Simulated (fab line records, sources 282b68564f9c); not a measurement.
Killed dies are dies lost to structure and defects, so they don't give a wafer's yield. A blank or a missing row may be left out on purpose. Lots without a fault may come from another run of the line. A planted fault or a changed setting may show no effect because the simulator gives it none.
A struck lot beside a sound one | flow rit_cmos | 22 steps out of a route of 202
Sound: wafers L267.2, L267.4, L267.5. Struck: wafers L276.1, L276.3, L276.5. The cause comes at the end.
At each step with rows: each side's tool, then ch and its chambers, then its first start. Under that, the readings that differ: sound wafers | struck wafers | difference of the means | sigmas: that difference in standard deviations of wafers without a fault.
alike: readings whose means differ by less than 2 such deviations, and words and numbers that are the same on both sides. not compared: withheld readings, readings that some wafer has no value for, bounds like >300 that may hide the same value, and numbers for which the record gives no deviation and whose values overlap.
The two part at a step that has a row with sigmas, a row that says differs or no value, or rows on one side only. Numbers that don't overlap but have no deviation are shown without sigmas and don't part them. A reading that every wafer of one side lacks parts them only if that side has two wafers or more.

first, 4 steps without rows for these wafers: RIT_NLDD_SOFTBAKE_02 (time 60 s); RIT_NLDD_EXPOSE_03 (exposes mask M7, target cd 40700 nm); RIT_NLDD_PEB_04; RIT_NLDD_DEVELOP_05 (develop time 50 s).
RIT_NLDD_OVL_MEAS_06:
  sound on overlay-01, day 3 07:52; struck on overlay-01, day 5 08:05
  alike: NLDD_OVL
then, 2 steps without rows for these wafers: RIT_NLDD_HARDBAKE_07 (time 60 s); RIT_NLDD_IMPLANT_08.
RIT_NLDD_STRIP_09: strips in O2, time 180 s.
  sound on plasma_asher-02 ch 0,1, day 3 08:12; struck on plasma_asher-01 ch 1, day 5 08:25
  alike: drypump_motor_current_A, o2_flow_sccm
  not compared: rf_hours_counter_h
RIT_NLDD_TW_MEAS_10:
  sound on film_metro-03, day 3 08:23; struck on film_metro-01, day 5 08:36
  reading | sound          | struck         | difference | sigmas
  NLDD_TW | 2542 2559 2537 | 2478 2483 2492 | -62        | -2
then, 3 steps without rows for these wafers: RIT_PLDD_HMDS_00 (prime time 60 s); RIT_PLDD_COAT_01 (resist thk 1000 nm); RIT_PLDD_SOFTBAKE_02 (time 60 s).
RIT_PLDD_EXPOSE_03: exposes mask M8, target cd 40900 nm.
  sound on iline_stepper-01 ch 0, day 3 09:02; struck on iline_stepper-01 ch 0, day 5 09:07
  reading | sound          | struck         | difference | sigmas
  mask    | M8#0 M8#0 M8#0 | M7#0 M7#0 M7#0 | differs    |
  alike: exposure_dose_mJ_cm2
then, 2 steps without rows for these wafers: RIT_PLDD_PEB_04; RIT_PLDD_DEVELOP_05 (develop time 50 s).
RIT_PLDD_OVL_MEAS_06:
  sound on overlay-02, day 3 09:25; struck on overlay-02, day 5 09:31
  reading       | sound          | struck | difference                    | sigmas
  PLDD_OVL (nm) | -3.5 -2.6 -2.2 | - - -  | no value on the struck wafers |
then, 2 steps without rows for these wafers: RIT_PLDD_HARDBAKE_07 (time 60 s); RIT_PLDD_IMPLANT_08.
RIT_PLDD_STRIP_09: strips in O2, time 180 s.
  sound on plasma_asher-04 ch 0,1, day 3 09:45; struck on plasma_asher-04 ch 1, day 5 09:50
  alike: drypump_motor_current_A, o2_flow_sccm
  not compared: rf_hours_counter_h
RIT_PLDD_TW_MEAS_10:
  sound on film_metro-03, day 3 09:56; struck on film_metro-02, day 5 10:01
  reading | sound          | struck   | difference | sigmas
  PLDD_TW | 2402 2396 2399 | 30 30 30 | -2369      | -95
then, 1 step without rows for these wafers: RIT_SPACER_CLEAN_00 (cleans in SC1, time 600 s).
RIT_M1_PROBE_99:
  the record has rows for the struck wafers here (prober-02, day 5 23:28) and none for the sound ones

WHERE THEY PART
First at RIT_NLDD_TW_MEAS_10; last, within this record, at RIT_M1_PROBE_99.

WHY: what the simulator had put in
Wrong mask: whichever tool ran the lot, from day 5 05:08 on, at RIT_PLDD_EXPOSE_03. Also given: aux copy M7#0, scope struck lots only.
